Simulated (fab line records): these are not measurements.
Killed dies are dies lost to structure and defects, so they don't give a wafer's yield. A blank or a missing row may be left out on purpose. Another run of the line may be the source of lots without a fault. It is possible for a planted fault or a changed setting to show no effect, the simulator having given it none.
fab line records	flow rit-cmos
[record] lots = 15	wafers = 45	last-day = 7
route steps=202 shown FOX1@20 GATE@92 CONTACT@176 M1@198
lots untouched by any fault: they come from a run of this same line in which no faults occurred
start-h: start of the lot's first displayed wafer, in hours after the record's first day	wait-h: how many hours have passed since the lot's step before this one	" same as the row above	L1.1+2: one row covering several wafers at once	- value missing, or start not given	* or withheld: withheld	< > ~ a bound
route shown NAME@n: names a module that has steps shown in the file, with the first one's number in the route	usual: average and standard deviation across the fault-free wafers	same: alike in all rows	chamber/n: place in a boat	sites: readings site by site	_std_site: standard deviation of those values	_edge_site: outer sites' mean less inner sites'	radius-mm: how far each site lies from the wafer's centre	mask NAME#n: copy n	behind: the tool/chamber that last shaped the wafer	hold: cause of the lot's hold/its duration in hours/its outcome	device: the n, p or np transistor that did not switch	end of line: the route-end tests of the same wafers	a step without rows: its recipe alone	killed: count of dies lost to structure and defects at first sort (not the wafer's yield)	map: dies across one wafer; x = killed, . = not, _ = none there
set.NAME: the setting that was run; set.NAME@STEP: the one run at that earlier step	model.NAME: the simulator's own value behind a step, which no gauge read
steps of the route over a sample of lots; a table a step, a row a wafer
services: from which hour (start-h, from the record's first day; less than 0 if before it) a tool's chamber was out of use, for how many hours, and why
[[steps]]
[step RIT_FOX1_OXIDATION_00]
[recipe] temp-c = 1100	ambient = H2O	target-thk-a = 3507	p-h2o-torr = 720	ox-time-s = 1130
[usual] spike-tc-centre-C = 1101.9/1.4	spike-tc-load-C = 1127/3.8	spike-tc-source-C = 1124.5/2.3	tube-center-temp-C = 1100/0.1	tube_center_temp_C_max = 1102.9/0.46	zone-power-load-pct = 43.4/0.53
[same] ox-time-s = 1130
lot.wafer	tool	chamber	start-h	wait-h	spike-tc-centre-C	spike-tc-load-C	spike-tc-source-C	tube-center-temp-C	tube_center_temp_C_max	zone-power-load-pct
L298.1	furnace-03	0	20.52	0.0	1102.3	1126	1123.4	1099.8	1102.1	43.7
L298.2	"	0	"	"	1102.1	1127	1122.8	1100.1	1102.9	44.1
L298.4	"	0	"	"	1100.2	1126	1122.1	1099.8	1102.4	43.9
L299.3	furnace-03	0	25.90	0.4	1104.0	1124	1123.5	1100.2	1103.0	43.6
L299.4	"	0	"	"	1102.9	1127	1122.1	1100	1102.6	43.8
L299.5	"	0	"	"	1103.0	1125	1121.9	1100.2	1102.3	43.0
L300.1	furnace-03	0	31.63	1.0	1103.4	1127	1122.5	1100.1	1103.0	43.6
L300.3	"	0	"	"	1103.1	1125	1122.4	1099.9	1103.0	43.3
L300.4	"	0	"	"	1102.8	1125	1121.8	1100.1	1102.8	44.2
L301.1	furnace-01	0	37.58	0.0	1101.3	1124	1127.0	1100	1102.6	43.0
L301.4	"	0	"	"	1103.3	1124	1126.5	1100	1103.6	42.5
L301.5	"	0	"	"	1100.4	1124	1127.4	1100	1102.7	43.0
L302.2	furnace-03	0	42.10	0.0	1103.0	1125	1121.8	1100.2	1103.7	42.6
L302.4	"	0	"	"	1102.9	1125	1124.6	1100	1102.6	43.9
L302.5	"	0	"	"	1101.8	1126	1122.1	1100	1102.3	44.0
L305.1	furnace-01	0	57.56	2.1	1101.4	1120	1126.7	1100.2	1103.3	43.1
L305.3	"	0	"	"	1100.6	1124	1127.0	1100.1	1102.8	42.8
L305.6	"	0	"	"	1102.3	1124	1128.1	1100.1	1103.7	43.2
L306.1	furnace-01	0	64.69	2.4	1087.5	1107	1112.0	1085.5	1088.0	41.6
L306.4	"	0	"	"	1087.0	1108	1113.0	1085.6	1088.1	42.0
L306.6	"	0	"	"	1087.9	1109	1111.9	1085.6	1088.3	42.4
L307.2	furnace-01	0	66.25	0.7	1087.3	1108	1113.3	1085.6	1088.1	42.1
L307.4	"	0	"	"	1088.7	1109	1111.8	1085.7	1088.6	41.3
L307.5	"	0	"	"	1088.6	1107	1112.0	1085.7	1089.0	40.7
L309.2	furnace-03	0	76.33	0.7	1103.6	1127	1123.2	1100	1103.1	43.2
L309.3	"	0	"	"	1103.4	1126	1123.6	1100.2	1102.3	43.8
L309.4	"	0	"	"	1100.8	1125	1123.4	1099.9	1103.4	42.8
L310.1	furnace-02	0	80.84	0.0	1099.6	1133	1124.2	1100	1103.1	43.0
L310.5	"	0	"	"	1100.9	1132	1123.2	1100.1	1103.1	43.3
L310.6	"	0	"	"	1101.2	1135	1124.6	1099.9	1102.5	43.4
L311.2	furnace-01	0	86.36	0.1	1087.6	1108	1112.2	1085.6	1088.4	41.0
L311.3	"	0	"	"	1088.1	1108	1113.0	1085.6	1088.6	41.4
L311.5	"	0	"	"	1088.3	1107	1113.8	1085.7	1088.0	42.3
L317.1	furnace-02	0	115.86	0.0	1100.5	1133	1124.7	1100.1	1102.6	44.2
L317.2	"	0	"	"	1102.0	1133	1125.8	1100	1104.4	43.6
L317.6	"	0	"	"	1100.1	1132	1120.8	1100.1	1102.9	43.7
L318.1	furnace-03	0	120.68	0.2	1103.6	1126	1121.5	1100.1	1104.3	43.3
L318.2	"	0	"	"	1103.3	1126	1122.0	1099.8	1102.7	43.7
L318.5	"	0	"	"	1103.1	1128	1123.5	1100	1103.0	43.6
L319.2	furnace-03	0	126.54	0.0	1102.3	1126	1123.0	1100.2	1102.7	43.5
L319.3	"	0	"	"	1104.2	1125	1122.4	1100	1102.8	42.5
L319.5	"	0	"	"	1102.6	1126	1121.1	1100.2	1102.8	43.5
L320.1	furnace-03	0	131.53	0.0	1103.4	1126	1123.2	1100.1	1102.8	43.6
L320.2	"	0	"	"	1102.1	1125	1124.0	1099.8	1102.7	44.0
L320.4	"	0	"	"	1104.9	1127	1123.1	1100.1	1103.7	43.7
[step RIT_FOX1_THK_MEAS_01]
[recipe] reads = SiO2_of_FOX1_OXIDATION_00
[usual] FOX1_OXIDE_THK = 350/5.6
lot.wafer	tool	chamber	start-h	wait-h	FOX1_OXIDE_THK[nm]
L298.1	film-metro-04	-	21.84	0.0	350
L298.2	"	-	"	"	342
L298.4	"	-	"	"	348
L299.3	film-metro-01	-	27.23	0.0	350
L299.4	"	-	"	"	348
L299.5	"	-	"	"	343
L300.1	film-metro-04	-	32.94	0.0	354
L300.3	"	-	"	"	353
L300.4	"	-	"	"	353
L301.1	film-metro-04	-	38.90	0.0	346
L301.4	"	-	"	"	355
L301.5	"	-	"	"	352
L302.2	film-metro-01	-	43.42	0.0	350
L302.4	"	-	"	"	352
L302.5	"	-	"	"	353
L305.1	film-metro-03	-	58.88	0.0	348
L305.3	"	-	"	"	344
L305.6	"	-	"	"	344
L306.1	film-metro-03	-	66.00	0.0	330
L306.4	"	-	"	"	333
L306.6	"	-	"	"	326
L307.2	film-metro-04	-	67.57	0.0	326
L307.4	"	-	"	"	328
L307.5	"	-	"	"	336
L309.2	film-metro-03	-	77.65	0.0	343
L309.3	"	-	"	"	347
L309.4	"	-	"	"	346
L310.1	film-metro-03	-	82.15	0.0	341
L310.5	"	-	"	"	348
L310.6	"	-	"	"	348
L311.2	film-metro-01	-	87.68	0.0	326
L311.3	"	-	"	"	325
L311.5	"	-	"	"	329
L317.1	film-metro-04	-	117.18	0.0	346
L317.2	"	-	"	"	355
L317.6	"	-	"	"	351
L318.1	film-metro-01	-	121.99	0.0	334
L318.2	"	-	"	"	333
L318.5	"	-	"	"	344
L319.2	film-metro-04	-	127.86	0.0	354
L319.3	"	-	"	"	348
L319.5	"	-	"	"	351
L320.1	film-metro-04	-	132.84	0.0	357
L320.2	"	-	"	"	345
L320.4	"	-	"	"	347
[step RIT_GATE_CD_MEAS_16]
[recipe] target-cd-nm = 150
[usual] cd-nm = 150.5/2.6
lot.wafer	tool	chamber	start-h	wait-h	cd-nm
L298.1	cd-sem-02	-	42.34	-	150.9
L298.2	"	-	"	"	150.6
L298.4	"	-	"	"	147.8
L299.3	cd-sem-01	-	46.32	-	153.1
L299.4	"	-	"	"	154.0
L299.5	"	-	"	"	155.6
L300.1	cd-sem-01	-	51.62	-	151.5
L300.3	"	-	"	"	152.5
L300.4	"	-	"	"	151.4
L301.1	cd-sem-01	-	59.44	-	143.1
L301.4	"	-	"	"	146.2
L301.5	"	-	"	"	143.8
L302.2	cd-sem-02	-	62.81	-	147.5
L302.4	"	-	"	"	153.0
L302.5	"	-	"	"	146.5
L305.1	cd-sem-01	-	82.15	-	149.3
L305.3	"	-	"	"	147.1
L305.6	"	-	"	"	149.3
L307.2	cd-sem-01	-	87.73	-	149.0
L307.4	"	-	"	"	149.0
L307.5	"	-	"	"	150.1
L306.1	cd-sem-02	-	88.62	-	147.1
L306.4	"	-	"	"	145.6
L306.6	"	-	"	"	146.7
L309.2	cd-sem-02	-	98.50	-	154.9
L309.3	"	-	"	"	153.4
L309.4	"	-	"	"	154.0
L310.1	cd-sem-02	-	103.20	-	149.2
L310.5	"	-	"	"	151.8
L310.6	"	-	"	"	152.3
L311.2	cd-sem-02	-	107.73	-	149.9
L311.3	"	-	"	"	150.9
L311.5	"	-	"	"	148.5
L317.1	cd-sem-02	-	136.17	-	148.3
L317.2	"	-	"	"	148.3
L317.6	"	-	"	"	149.4
L318.1	cd-sem-01	-	141.81	-	148.8
L318.2	"	-	"	"	151.8
L318.5	"	-	"	"	153.8
L319.2	cd-sem-02	-	147.95	-	154.7
L319.3	"	-	"	"	154.0
L319.5	"	-	"	"	152.6
L320.1	cd-sem-01	-	151.89	-	151.2
L320.2	"	-	"	"	153.0
L320.4	"	-	"	"	151.9
[step RIT_CONTACT_CD_MEAS_08]
[recipe] target-cd-nm = 1000
[usual] cd-nm = 999.7/2.1
lot.wafer	tool	chamber	start-h	wait-h	cd-nm
L298.1	cd-sem-01	-	56.72	-	1001.0
L298.2	"	-	"	"	1001.0
L298.4	"	-	"	"	998.6
L299.3	cd-sem-02	-	61.01	-	1000.7
L299.4	"	-	"	"	1001.6
L299.5	"	-	"	"	999.4
L300.1	cd-sem-02	-	68.31	-	1000.0
L300.3	"	-	"	"	1000.0
L300.4	"	-	"	"	1000.9
L301.1	cd-sem-01	-	75.93	-	996.9
L301.4	"	-	"	"	1001.0
L301.5	"	-	"	"	999.5
L302.2	cd-sem-02	-	78.62	-	998.0
L302.4	"	-	"	"	999.1
L302.5	"	-	"	"	1002.5
L305.1	cd-sem-01	-	98.26	-	997.3
L305.3	"	-	"	"	999.2
L305.6	"	-	"	"	999.0
L306.1	cd-sem-02	-	106.24	-	999.9
L306.4	"	-	"	"	1000.9
L306.6	"	-	"	"	1001.6
L307.2	cd-sem-01	-	106.38	-	999.9
L307.4	"	-	"	"	1003.0
L307.5	"	-	"	"	1000.2
L309.2	cd-sem-01	-	114.32	-	1002.8
L309.3	"	-	"	"	1001.4
L309.4	"	-	"	"	1002.3
L310.1	cd-sem-02	-	118.25	-	999.4
L310.5	"	-	"	"	1001.7
L310.6	"	-	"	"	999.2
L311.2	cd-sem-02	-	123.60	-	997.6
L311.3	"	-	"	"	999.2
L311.5	"	-	"	"	999.7
L317.1	cd-sem-02	-	152.19	-	1000.2
L317.2	"	-	"	"	1000.4
L317.6	"	-	"	"	998.5
L318.1	cd-sem-01	-	156.73	-	999.2
L318.2	"	-	"	"	999.3
L318.5	"	-	"	"	999.8
L319.2	cd-sem-01	-	163.16	-	994.7
L319.3	"	-	"	"	996.6
L319.5	"	-	"	"	996.4
L320.1	cd-sem-01	-	166.60	-	1004.5
L320.2	"	-	"	"	1001.9
L320.4	"	-	"	"	1002.4
[step RIT_M1_STRIP_14]
[recipe] chemistry = O2	time-s = 180	platen-temp-c = withheld	power-w = 500	pressure-mtorr = 4000	o2-flow-sccm = 4000
[usual] drypump-motor-current-A = 5.6/0.56
lot.wafer	tool	chamber	start-h	wait-h	drypump-motor-current-A	rf-hours-counter-h
L298.1	plasma-asher-04	1	59.97	0.0	5.0	42
L298.2	"	0	"	"	6.1	42
L298.4	"	1	"	"	5.0	-
L299.3	plasma-asher-03	1	64.27	0.1	4.9	-
L299.4	"	0	"	"	5.7	-
L299.5	"	0	"	"	5.7	-
L300.1	plasma-asher-03	0	71.81	0.0	5.7	44
L300.3	"	1	"	"	4.9	-
L300.4	"	0	"	"	5.7	-
L301.1	plasma-asher-02	1	79.31	0.0	6.5	28
L301.4	"	1	"	"	6.5	-
L301.5	"	1	"	"	6.5	-
L302.2	plasma-asher-04	0	82.11	0.0	6.2	44
L302.4	"	1	"	"	5.0	-
L302.5	"	0	"	"	6.2	-
L305.1	plasma-asher-04	1	101.68	0.0	5.0	46
L305.3	"	1	"	"	5.0	-
L305.6	"	1	"	"	5.0	-
L306.1	plasma-asher-02	0	109.78	0.0	5.9	31
L306.4	"	0	"	"	5.9	-
L306.6	"	1	"	"	6.5	-
L307.2	plasma-asher-03	1	109.86	0.0	4.9	48
L307.4	"	1	"	"	4.9	-
L307.5	"	1	"	"	4.9	-
L309.2	plasma-asher-03	1	117.73	0.0	5.0	49
L309.3	"	1	"	"	4.9	-
L309.4	"	0	"	"	5.7	-
L310.1	plasma-asher-02	1	121.81	0.0	6.5	33
L310.5	"	1	"	"	6.5	-
L310.6	"	0	"	"	6.0	-
L311.2	plasma-asher-03	1	127.12	0.0	4.9	51
L311.3	"	1	"	"	4.9	-
L311.5	"	0	"	"	5.7	-
L317.1	plasma-asher-03	0	155.58	0.0	5.7	54
L317.2	"	1	"	"	4.9	54
L317.6	"	0	"	"	5.7	-
L318.1	plasma-asher-03	1	160.00	0.0	4.9	55
L318.2	"	0	"	"	5.7	55
L318.5	"	1	"	"	4.9	-
L319.2	plasma-asher-04	0	166.51	0.0	6.2	54
L319.3	"	1	"	"	5.0	-
L319.5	"	1	"	"	5.0	-
L320.1	plasma-asher-04	0	169.86	0.0	6.2	54
L320.2	"	1	"	"	5.0	54
L320.4	"	1	"	"	5.0	-
[step RIT_M1_PROBE_99]
[usual] killed-at-contacts = 0.1/0.27	killed-at-front-end = 7/3	killed-dies = 7.0/3	killed-open = 3.5/2.1	killed-short = 3.4/1.9
[same] gross-dies = 264	killed_at_M0_to_M3 = 0	killed_at_M4_up = 0	killed-at-back-side = 0	killed-at-other = 0
lot.wafer	tool	chamber	start-h	wait-h	killed-at-contacts	killed-at-front-end	killed-dies	killed-open	killed-short
L306.1	prober-02	-	111.70	0.1	0	5	5	2	3
L306.4	prober-02	-	111.85	0.2	1	6	7	4	3
L306.6	prober-02	-	111.95	0.2	0	7	7	3	4
L307.2	prober-01	-	113.25	0.1	1	9	10	3	7
L307.4	prober-01	-	113.35	0.2	0	11	11	4	7
L307.5	prober-01	-	113.40	0.2	0	12	12	8	4
L311.2	prober-01	-	129.09	0.1	0	7	7	4	3
L311.3	prober-01	-	129.14	0.2	0	9	9	2	7
L311.5	prober-01	-	129.24	0.2	0	3	3	1	2
// killed by level:class
L306.1 GATE:geometric-particle:short=2 GATE:geometric-particle:open=1 SILICIDE:geometric-particle:short=1 SILICIDE:geometric-particle:open=1
L306.4 FOX1:geometric-particle:short=1 FOX1:geometric-particle:open=1 FOX2:geometric-particle:open=1 GATE:geometric-particle:short=1 REOX:geometric-particle:open=1 SILICIDE:geometric-particle:open=1 CONTACT:geometric-particle:short=1
L306.6 FOX1:geometric-particle:open=1 FOX1:geometric-particle:short=1 GATE:geometric-particle:open=1 GATE:geometric-particle:short=1 SPACER:geometric-particle:short=1 SPACER:geometric-particle:open=1 SILICIDE:geometric-particle:short=1
L307.2 SILICIDE:geometric-particle:short=3 FOX1:geometric-particle:open=1 FOX2:geometric-particle:short=1 GATE:geometric-particle:open=1 GATE:geometric-particle:short=1 REOX:geometric-particle:short=1 SPACER:geometric-particle:open=1 CONTACT:geometric-particle:short=1
L307.4 GATE:geometric-particle:open=2 GATE:geometric-particle:short=2 SPACER:geometric-particle:short=2 SILICIDE:geometric-particle:short=2 FOX1:geometric-particle:short=1 FOX2:geometric-particle:open=1 SILICIDE:geometric-particle:open=1
L307.5 SPACER:geometric-particle:open=3 SILICIDE:geometric-particle:open=3 GATE:geometric-particle:short=2 FOX1:geometric-particle:open=1 REOX:geometric-particle:open=1 REOX:geometric-particle:short=1 SPACER:geometric-particle:short=1
L311.2 SILICIDE:geometric-particle:open=3 FOX1:geometric-particle:open=1 GATE:geometric-particle:short=1 REOX:geometric-particle:short=1 SILICIDE:geometric-particle:short=1
L311.3 GATE:geometric-particle:short=4 SILICIDE:geometric-particle:short=2 FOX2:geometric-particle:open=1 REOX:geometric-particle:short=1 SPACER:geometric-particle:open=1
L311.5 FOX1:geometric-particle:short=1 GATE:geometric-particle:short=1 REOX:geometric-particle:open=1
[[services]]
tool	chamber	start-h	hours	kind
plasma-asher-03	-	12.93	5.3	repair
furnace-01	-	14.34	3.0	pm
furnace-02	-	29.05	4.0	pm
plasma-asher-02	-	31.32	2.8	pm
plasma-asher-03	-	63.43	0.4	repair
furnace-02	-	91.54	3.4	pm
furnace-01	-	157.41	2.9	pm
[[key]]
[first-sign] step = RIT_FOX1_OXIDATION_00	reading = tube-center-temp-C	direction = down	sigmas = 99+	usual = *	struck = *
[effect] step = RIT_FOX1_OXIDATION_00	reading = tube_center_temp_C_max	direction = down	sigmas = 32	usual = *	struck = *
[effect] step = RIT_FOX1_THK_MEAS_01	reading = FOX1_OXIDE_THK	direction = down	sigmas = 3.8	usual = 350	struck = 329
met-at RIT_FOX1_OXIDATION_00
struck-lots L306,L307,L311
tester-left-out L306,L307,L311
not-acting-at RIT_GATE_CD_MEAS_16,RIT_CONTACT_CD_MEAS_08,RIT_M1_STRIP_14
[fault] kind = process-parameter-drift	tool = furnace-01	chamber = -	onset-h = 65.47	steps = RIT_FOX1_OXIDATION_00	channel = temp-c	offset = *	shape = step	end-h = 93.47	acts-in = *	stated = *
// tester-left-out: of these lots the tester's yield and bins aren't shown, on N5 and GAA mostly nor the transistor test; their killed dies are dies lost to structure and defects alone, not to doping, threshold or leakage, so they don't give the yield
